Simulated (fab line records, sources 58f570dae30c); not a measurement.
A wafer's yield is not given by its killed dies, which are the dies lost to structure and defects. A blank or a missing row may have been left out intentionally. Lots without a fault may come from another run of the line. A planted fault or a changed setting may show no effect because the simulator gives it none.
2 desks, one fault    flow berkeley cmos170    what lay behind the numbers comes last; until then each desk has only its own

## AT THE METROLOGY DESK
What the gauges read for every lot (on any tool): the sampled wafers with a number, averaged. A lot is out of limits, marked OUT, if its mean lies more than 4 standard deviations from the usual mean; the brackets give that distance.
Columns: A = NWELL_NITRIDE_THK at UCB170_NWELL_THK_MEAS_05, usual 223.2 nm; B = PWELL_NITRIDE_THK at UCB170_PWELL_THK_MEAS_06, usual 219.1 nm; C = NVT_TW at UCB170_NVT_TW_MEAS_09, usual 520; D = SILICIDE_TI_RS at UCB170_SILICIDE_RS_MEAS_02, usual 26.1 ohm/sq
lot   first seen here  A      B      C    D
L106  day 2 05:50      223.0  215.4  519  25.9
L108  day 2 23:41      222.4  219.6  524  25.9
L109  day 2 23:42      222.4  218.3  517  26.3
L111  day 3 09:08      221.2  218.5  517  25.6
L110  day 3 09:10      224.4  219.2  524  26.0
L113  day 4 00:24      220.1  221.8  515  26.2
L112  day 4 00:25      222.8  221.6  525  26.1
L116  day 4 17:20      223.7  219.7  521  25.7
L119  day 5 00:21      224.5  222.5  518  26.1
L117  day 5 00:22      225.0  221.0  519  26.3
L122  day 5 15:43      225.0  218.0  523  26.2
L124  day 6 03:46      221.6  217.1  525  26.3
L126  day 6 17:38      221.5  215.9  533  26.1
L127  day 6 17:38      222.7  218.3  532  26.3
This desk's finding: nothing out of limits on any of the 14 lots.

## AT THE TOOL OWNER'S DESK: implanter-01
The tool's own readings at UCB170_NVT_IMPLANT_07, given as means over the sampled wafers that have a number, one for each lot that went through this tool. A lot is out of limits, marked OUT, if its mean lies more than 4 standard deviations from the usual mean; the brackets give that distance.
Columns: A = beam energy keV at UCB170_NVT_IMPLANT_07, usual 49.998; B = faraday current uA at UCB170_NVT_IMPLANT_07, usual 9.51
lot   first seen here  A                         B
L109  day 7 03:34      49.976                    9.56
L110  day 7 12:38      49.995                    9.50
L116  day 8 14:03      49.990                    9.55
L127  day 10 11:38     55.561 (+99 or more) OUT  9.78
L126  day 10 11:47     55.547 (+99 or more) OUT  9.65
Finding of this desk: L126, L127 out of limits; the first was L127 at day 10 11:38, on beam energy keV at UCB170_NVT_IMPLANT_07. L109, L110, L116 stayed within limits.

## BROUGHT TOGETHER
The tool owner's desk could have raised an alarm at day 10 11:38, on L126, L127.
Nothing out of limits was seen by the metrology desk.
The metrology desk holds a record of L126, L127, inside its limits.
The lots listed all ran UCB170_NVT_IMPLANT_07 on implanter-01.

## WHAT HAD BEEN PUT IN BY THE SIMULATOR
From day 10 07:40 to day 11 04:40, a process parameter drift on implanter-01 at UCB170_NVT_IMPLANT_07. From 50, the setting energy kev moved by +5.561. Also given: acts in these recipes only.
Shown lots that were struck: L126, L127.
Hours from the fault's start to each desk's first reading out of limits: the tool owner's desk, 4.
